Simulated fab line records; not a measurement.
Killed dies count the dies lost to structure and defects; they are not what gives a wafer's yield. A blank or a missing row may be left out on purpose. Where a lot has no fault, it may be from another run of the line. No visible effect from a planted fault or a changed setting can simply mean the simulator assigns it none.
Which of the tools did it?	flow berkeley-cmos170	15 lots with 45 wafers sampled at 3 steps, on a route of 331 steps

WHAT EACH GAUGE READ, for each wafer
UCB170_SCREENOX_THK_MEAS_02.
lot	measured	on	SCREENOX_OXIDE_THK (nm)
L254	day 5 12:10	film-metro-02	14.88 14.82 14.68
L255	day 5 12:10	film-metro-04	14.76 14.48 14.53
L256	day 5 22:04	film-metro-04	14.32 14.28 14.20
L260	day 7 01:52	film-metro-02	14.49 14.52 14.44
L261	day 7 01:56	film-metro-02	14.51 14.53 14.82
L263	day 7 13:19	film-metro-02	14.22 14.39 14.13
L262	day 7 13:20	film-metro-01	14.30 14.40 14.31
L265	day 7 23:29	film-metro-01	14.71 14.68 14.81
L266	day 7 23:29	film-metro-04	14.25 14.52 14.61
L267	day 8 08:07	film-metro-01	14.22 13.88 14.12
L269	day 8 19:19	film-metro-01	14.45 14.50 14.37
L270	day 8 19:19	film-metro-02	13.93 13.99 14.10
L274	day 9 15:54	film-metro-04	14.07 14.07 14.00
L273	day 9 15:55	film-metro-02	14.56 14.19 14.36
L277	day 9 18:48	film-metro-04	14.39 14.26 13.95

UCB170_PVT_TW_MEAS_09.
lot	measured	on	PVT_TW
L254	day 5 21:55	film-metro-03	507 510 509
L255	day 5 21:51	film-metro-04	507 508 507
L256	day 6 03:41	film-metro-03	504 507 509
L260	day 7 13:35	film-metro-01	515 515 516
L261	day 7 13:11	film-metro-04	510 505 508
L263	day 7 20:10	film-metro-04	505 506 505
L262	day 7 20:10	film-metro-01	514 513 513
L265	day 8 07:46	film-metro-01	516 518 517
L266	day 8 07:32	film-metro-01	516 519 519
L267	day 8 16:40	film-metro-04	506 507 504
L269	day 9 01:08	film-metro-04	506 506 505
L270	day 9 01:29	film-metro-04	31 31 31
L274	day 10 01:45	film-metro-03	31 31 31
L273	day 10 01:29	film-metro-04	31 31 30
L277	day 10 03:49	film-metro-04	503 504 505

EACH LOT AND THE TOOL THAT RAN IT (in order: tool; ch and the chambers of the sampled wafers; start)
lot	UCB170_PVT_DEVELOP_05
L254	litho-track-01 ch 0, day 5 21:00
L255	litho-track-03 ch 0, day 5 21:00
L256	litho-track-02 ch 0, day 6 03:00
L260	litho-track-01 ch 0, day 7 13:00
L261	litho-track-03 ch 0, day 7 12:00
L263	litho-track-03 ch 0, day 7 19:00
L262	litho-track-02 ch 0, day 7 19:00
L265	litho-track-01 ch 0, day 8 07:00
L266	litho-track-03 ch 0, day 8 07:00
L267	litho-track-01 ch 0, day 8 16:00
L269	litho-track-02 ch 0, day 9 00:00
L270	litho-track-01 ch 0, day 9 01:00
L274	litho-track-01 ch 0, day 10 01:00
L273	litho-track-01 ch 0, day 10 01:00
L277	litho-track-03 ch 0, day 10 03:00
- UCB170_PVT_DEVELOP_05: develop time 45 s.

AS READ BY THE TOOLS THEMSELVES (means over the sampled wafers that have a number; for cases with no such wafer, the mark the record gives instead)
The record holds no such reading with a usual standard deviation.

THE ANSWER, worked out from the rows above alone
Rule: what is usual is taken from the lots themselves. Put in order of their means at a reading, lots are off if they are a third of the lots or fewer, leave a main group of 4 or more, and stand apart from it by a gap of 3 or more times the standard deviation of the main group's means; of several such gaps the widest counts. Not used: any main group whose means are identical at the precision the tables above print for the reading. A lot without any number at a reading at which 4 lots or more have one is off too. Where the step has rows for the other lots, those lots are counted as sound. Order of review: gauges by route order, followed by the tools' own readings, for which a lot's mean as printed above is used. At the first step where some lot is off, the reading lying furthest off is the one used; lots without a number count as furthest.
Off: L270, L274, L273, at UCB170_PVT_TW_MEAS_09 (PVT_TW). The main group: mean 510, standard deviation 4.8.
A tool fits if, at a process step before that reading, it ran every lot that is off, and no sound lot after the first of them. Gauges at UCB170_PVT_TW_MEAS_09: tried the same way as those tools. One candidate fits, namely litho-track-01 at UCB170_PVT_DEVELOP_05. Its last sound lot is L267 (day 8 16:00), its first lot that is off L270 (day 9 01:00): a fault that began between those two fits.

WHAT THE SIMULATOR PUT IN
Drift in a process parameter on litho-track-01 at UCB170_PVT_DEVELOP_05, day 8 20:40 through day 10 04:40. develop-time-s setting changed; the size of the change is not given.
Lots struck among those shown: L270, L274, L273. The same result came from the rule above.
